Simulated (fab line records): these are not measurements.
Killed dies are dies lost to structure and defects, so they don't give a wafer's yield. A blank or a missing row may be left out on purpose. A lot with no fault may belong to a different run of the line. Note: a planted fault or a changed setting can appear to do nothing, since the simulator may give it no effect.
The same fault as seen by 2 desks :: flow berkeley_cmos170 :: every desk sees just its own numbers, and what lay behind them comes last

THE TOOL OWNER'S DESK: rie_metal-01
The tool's own readings at UCB170_M1_METAL_ETCH_12 (etches Al in Cl2/BCl3, stops on PSG, target depth 780 nm, time 132.9 s): means of the sampled wafers that have a number, for each lot that ran on this tool. If a lot's mean is further than 4 standard deviations from the usual mean, the lot is out of limits and carries the mark OUT (the distance appears in the brackets).
Columns: A = drypump_motor_current_A at UCB170_M1_METAL_ETCH_12, usual 5.8 A; B = oes_product_au at UCB170_M1_METAL_ETCH_12, usual 0.845 a.u.; C = throttle_valve_pct at UCB170_M1_METAL_ETCH_12, usual 24.43 %
lot: L748
first seen here: day 8 04:48
A: 6.2
B: 0.845
C: 24.40

lot: L761
first seen here: day 11 02:50
A: 6.3
B: 0.846
C: 24.45

lot: L764
first seen here: day 11 14:42
A: 6.3
B: 0.858
C: 24.45
Result from this desk: across the 3 lots, nothing is out of limits.

FROM THE METROLOGY DESK
What the gauges read, lot by lot, whatever tool the lot ran on: means of the sampled wafers that have a number. If a lot's mean is further than 4 standard deviations from the usual mean, the lot is out of limits and carries the mark OUT (the distance appears in the brackets).
Columns: A = M1_AL_RS at UCB170_M1_RS_MEAS_01, usual 0.0484 ohm/sq; B = M1_AL_THK at UCB170_M1_THK_MEAS_02, usual 593 nm; C = cd_nm at UCB170_M1_CD_MEAS_09, usual 700.1 nm; D = M1_OVL at UCB170_M1_OVL_MEAS_10, usual 3 nm
lot: L748
first seen here: day 8 03:34
A: 0.0482
B: 597
C: 701.3
D: 9

lot: L759
first seen here: day 10 02:08
A: 0.0479
B: 604
C: 699.4
D: 13

lot: L761
first seen here: day 11 01:29
A: 0.0492
B: 584
C: 698.9
D: 3

lot: L762
first seen here: day 11 01:29
A: 0.0491
B: 577
C: 700.0
D: -2

lot: L766
first seen here: day 11 11:52
A: 0.0481
B: 598
C: 702.2
D: -2

lot: L764
first seen here: day 11 13:21
A: 0.0478
B: 601
C: 699.9
D: 2
Result from this desk: across the 6 lots, nothing is out of limits.

BROUGHT TOGETHER
The desk of the tool owner found nothing out of limits.
At the metrology desk, nothing out of limits was observed.

WHAT THE SIMULATOR PUT IN
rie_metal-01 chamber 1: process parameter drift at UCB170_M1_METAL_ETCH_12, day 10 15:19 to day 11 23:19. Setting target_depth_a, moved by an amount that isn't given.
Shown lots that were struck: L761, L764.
